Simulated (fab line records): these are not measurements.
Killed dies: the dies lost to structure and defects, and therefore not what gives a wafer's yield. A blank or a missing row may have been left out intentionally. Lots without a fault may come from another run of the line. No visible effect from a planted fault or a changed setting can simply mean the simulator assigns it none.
Which of the tools did it? + flow rit cmos + 21 wafers from 7 lots sampled at 2 of the route's 202 steps

WHAT THE GAUGES SHOWED, per wafer
RIT_SDANNEAL_RS_MEAS_04: the measuring method here is four-point-probe.
| lot  | measured    | on            | PSD_RS (ohm/sq)                     |
|------|-------------|---------------|-------------------------------------|
| L591 | day 3 13:35 | film metro-01 | 116.3 116.4 116.3                   |
| L593 | day 4 01:53 | film metro-03 | 115.7 115.9 116.0                   |
| L597 | day 4 14:32 | film metro-02 | 115.5 115.8 115.6                   |
| L600 | day 5 04:29 | film metro-01 | 112.0 111.9 112.1 112.3 111.9 112.0 |
| L608 | day 6 20:45 | film metro-02 | 115.8 115.3 115.9                   |
| L611 | day 7 09:37 | film metro-02 | 115.7 115.6 115.7                   |
| L613 | day 7 20:16 | film metro-02 | 116.0 115.9 116.3                   |

WHAT TOOL EACH LOT RAN ON (gives the tool, then ch and the chambers of the sampled wafers, and finally the start)
| lot  | RIT_PSD_IMPLANT_08             |
|------|--------------------------------|
| L591 | implanter-03 ch 0, day 3 12:47 |
| L593 | implanter-02 ch 0, day 4 00:54 |
| L597 | implanter-02 ch 0, day 4 13:41 |
| L600 | implanter-02 ch 0, day 5 03:39 |
| L608 | implanter-03 ch 0, day 6 19:56 |
| L611 | implanter-03 ch 0, day 7 08:48 |
| L613 | implanter-01 ch 0, day 7 19:24 |
- RIT_PSD_IMPLANT_08

THE ANSWER, worked out from the rows above alone
Rule: the lots themselves supply what counts as usual. Put in order of their means at a reading, lots are off if they are a third of the lots or fewer, leave a main group of 4 or more, and stand apart from it by a gap of 3 or more times the standard deviation of the main group's means; of several such gaps the widest counts. If all means in a main group match to the digits the tables above print for the reading, that group is not used. A lot without any number at a reading at which 4 lots or more have one is off too. The other lots that the step has rows for count as sound.
Off: L600, at RIT_SDANNEAL_RS_MEAS_04 (PSD_RS). The main group has a mean of 115.9 ohm/sq with a standard deviation of 0.26.
If a tool, at a process step before that reading, ran all the lots that are off and no sound lot after the first of them, it fits. The gauges at RIT_SDANNEAL_RS_MEAS_04 are tried like those tools. Undecided on this evidence; 2 tools fit (implanter-02 at RIT_PSD_IMPLANT_08, film metro-01 at RIT_SDANNEAL_RS_MEAS_04).

WHAT HAD BEEN PUT IN BY THE SIMULATOR
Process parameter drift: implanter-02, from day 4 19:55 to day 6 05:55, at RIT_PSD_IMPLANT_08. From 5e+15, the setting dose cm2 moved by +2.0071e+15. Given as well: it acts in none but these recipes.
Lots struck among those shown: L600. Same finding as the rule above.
